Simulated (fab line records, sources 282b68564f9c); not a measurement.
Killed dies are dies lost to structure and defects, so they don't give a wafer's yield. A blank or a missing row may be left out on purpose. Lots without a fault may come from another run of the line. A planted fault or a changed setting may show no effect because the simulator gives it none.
Which tool did it? | flow rit_cmos | 14 lots, 42 wafers sampled, at 4 steps of a route of 202

WHAT THE GAUGES READ, wafer by wafer
RIT_NWELL_TW_MEAS_10. Usual: NWELL_TW 2138, standard deviation 13.
lot  | measured    | on            | NWELL_TW       | flag
L322 | day 2 02:01 | film_metro-02 | 2146 2165 2154 |
L323 | day 2 07:46 | film_metro-04 | 2123 2124 2109 |
L324 | day 2 13:31 | film_metro-02 | 2134 2148 2154 |
L325 | day 2 17:35 | film_metro-04 | 2118 2114 2111 |
L326 | day 2 21:50 | film_metro-01 | 2120 2117 2117 |
L327 | day 3 02:53 | film_metro-02 | 2133 2137 2144 |
L331 | day 3 22:58 | film_metro-04 | 2151 2144 2132 |
L332 | day 4 04:10 | film_metro-04 | 2126 2131 2130 |
L333 | day 4 10:05 | film_metro-02 | 2133 2137 2143 |
L334 | day 4 14:40 | film_metro-02 | 2128 2146 2144 |
L340 | day 5 21:17 | film_metro-04 | 2121 2115 2117 |
L341 | day 6 02:28 | film_metro-02 | 2151 2150 2153 |
L342 | day 6 07:37 | film_metro-04 | 2136 2134 2131 |
L344 | day 6 19:40 | film_metro-04 | 2137 2153 2144 |

RIT_M1_CD_MEAS_09: target cd 2600 nm. Usual: cd_nm 2600.4 nm, standard deviation 2.
lot  | measured    | on        | cd_nm (nm)           | flag
L322 | day 3 10:49 | cd_sem-02 | 2599.8 2600.4 2603.3 |
L323 | day 3 17:38 | cd_sem-02 | 2596.4 2598.3 2596.5 |
L324 | day 3 22:53 | cd_sem-02 | 2602.1 2598.9 2601.8 |
L325 | day 4 05:58 | cd_sem-01 | 2600.9 2602.1 2600.2 |
L326 | day 4 08:34 | cd_sem-01 | 2600.5 2596.6 2599.1 |
L327 | day 4 11:17 | cd_sem-02 | 2600.6 2598.6 2598.4 |
L333 | day 5 21:19 | cd_sem-02 | 2599.6 2598.4 2598.0 |
L334 | day 6 02:14 | cd_sem-02 | 2599.1 2598.4 2599.4 |
L340 | day 7 12:26 | cd_sem-02 | 2603.8 2604.4 2603.8 |
L341 | day 7 15:16 | cd_sem-02 | 2597.0 2597.3 2598.1 |
L342 | day 8 00:21 | cd_sem-02 | 2598.6 2600.9 2600.1 |
L344 | day 8 13:39 | cd_sem-01 | 2597.7 2597.4 2596.8 |

WHICH TOOL RAN EACH LOT (tool, then ch and the chambers of the sampled wafers, then the start)
lot  | RIT_PSD_STRIP_09                    | RIT_SILICIDE_RTA_04
L322 | plasma_asher-01 ch 0,1, day 3 05:29 | rtp_anneal-02 ch 0, day 3 07:00
L323 | plasma_asher-01 ch 0,1, day 3 12:10 | rtp_anneal-01 ch 0, day 3 13:44
L324 | plasma_asher-01 ch 0,1, day 3 17:26 | rtp_anneal-02 ch 0, day 3 18:58
L325 | plasma_asher-03 ch 0,1, day 4 00:20 | rtp_anneal-01 ch 0, day 4 02:00
L326 | plasma_asher-03 ch 0,1, day 4 02:44 | rtp_anneal-02 ch 0, day 4 04:21
L327 | plasma_asher-04 ch 0,1, day 4 05:48 | rtp_anneal-01 ch 0, day 4 07:19
L331 | plasma_asher-03 ch 0,1, day 5 03:05 | rtp_anneal-01, day 5 04:32
L332 | plasma_asher-03 ch 0,1, day 5 09:37 | rtp_anneal-02, day 5 11:05
L333 | plasma_asher-04 ch 0,1, day 5 15:55 | rtp_anneal-01 ch 0, day 5 17:22
L334 | plasma_asher-03 ch 0,1, day 5 20:31 | rtp_anneal-02 ch 0, day 5 22:02
L340 | plasma_asher-01 ch 0,1, day 7 06:28 | rtp_anneal-02 ch 0, day 7 08:08
L341 | plasma_asher-01 ch 0,1, day 7 09:38 | rtp_anneal-01 ch 0, day 7 11:28
L342 | plasma_asher-04 ch 0,1, day 7 18:46 | rtp_anneal-02 ch 0, day 7 20:26
L344 | plasma_asher-03 ch 0,1, day 8 08:12 | rtp_anneal-02 ch 0, day 8 09:40
- RIT_PSD_STRIP_09: strips in O2, time 180 s.
- RIT_SILICIDE_RTA_04: time 10 s, ramp up 5 s, ramp down 5 s.

WHAT THE TOOLS THEMSELVES READ (means of the sampled wafers that have a number; where no wafer has one, the mark that the record gives instead)
RIT_PSD_STRIP_09. Usual: drypump_motor_current_A 5.8 A, standard deviation 0.51.
lot  | tool            | drypump_motor_current_A (A) | flag
L322 | plasma_asher-01 | 5.2                         |
L323 | plasma_asher-01 | 5.2                         |
L324 | plasma_asher-01 | 5.2                         |
L325 | plasma_asher-03 | 6.0                         |
L326 | plasma_asher-03 | 6.2                         |
L327 | plasma_asher-04 | 6.1                         |
L331 | plasma_asher-03 | 6.0                         |
L332 | plasma_asher-03 | 6.2                         |
L333 | plasma_asher-04 | 6.0                         |
L334 | plasma_asher-03 | 6.3                         |
L340 | plasma_asher-01 | 5.2                         |
L341 | plasma_asher-01 | 5.2                         |
L342 | plasma_asher-04 | 5.8                         |
L344 | plasma_asher-03 | 6.3                         |

RIT_SILICIDE_RTA_04. Usual: anneal_temp_c_max 652.3, standard deviation 0.61; chamber_o2_ppm 1.995, standard deviation 0.027; wafer_temp_C_max 652.4, standard deviation 0.52.
lot  | tool          | anneal_temp_c_max | chamber_o2_ppm | wafer_temp_C_max | flag
L322 | rtp_anneal-02 | 652.3             | 1.989          | 652.5            |
L323 | rtp_anneal-01 | 651.5             | 1.962          | 652.4            |
L324 | rtp_anneal-02 | 653.0             | 1.976          | 652.2            |
L325 | rtp_anneal-01 | 652.0             | 2.005          | 652.4            |
L326 | rtp_anneal-02 | 653.4             | 2.014          | 652.4            |
L327 | rtp_anneal-01 | 651.5             | 1.992          | 652.3            |
L331 | rtp_anneal-01 | -                 | -              | -                | OFF
L332 | rtp_anneal-02 | -                 | -              | -                | OFF
L333 | rtp_anneal-01 | 652.1             | 1.973          | 651.7            |
L334 | rtp_anneal-02 | 652.6             | 2.001          | 652.6            |
L340 | rtp_anneal-02 | 652.5             | 1.991          | 653.3            |
L341 | rtp_anneal-01 | 651.8             | 2.014          | 651.5            |
L342 | rtp_anneal-02 | 653.1             | 1.997          | 652.4            |
L344 | rtp_anneal-02 | 652.8             | 1.984          | 652.6            |

THE ANSWER, worked out from the rows above alone
Rule: a lot is off if the mean of its wafers that have a number lies more than 3 standard deviations from the usual mean. A lot without any number at a reading at which 4 lots or more have one is off too. The other lots that the step has rows for count as sound. The gauges are gone through in route order, then the tools' own readings, and for those a lot's mean is taken as printed above. The first step at which some lot is off is used, and at that step the reading that is off furthest; a lot without a number counts as furthest.
Off: L331, L332, at RIT_SILICIDE_RTA_04 (anneal_temp_c_max). Without a number there: L331, L332.
A tool fits if, at that step or a process step before it, it ran every lot that is off, and no sound lot after the first of them. None of those tried fits.

WHAT THE SIMULATOR HAD PUT IN
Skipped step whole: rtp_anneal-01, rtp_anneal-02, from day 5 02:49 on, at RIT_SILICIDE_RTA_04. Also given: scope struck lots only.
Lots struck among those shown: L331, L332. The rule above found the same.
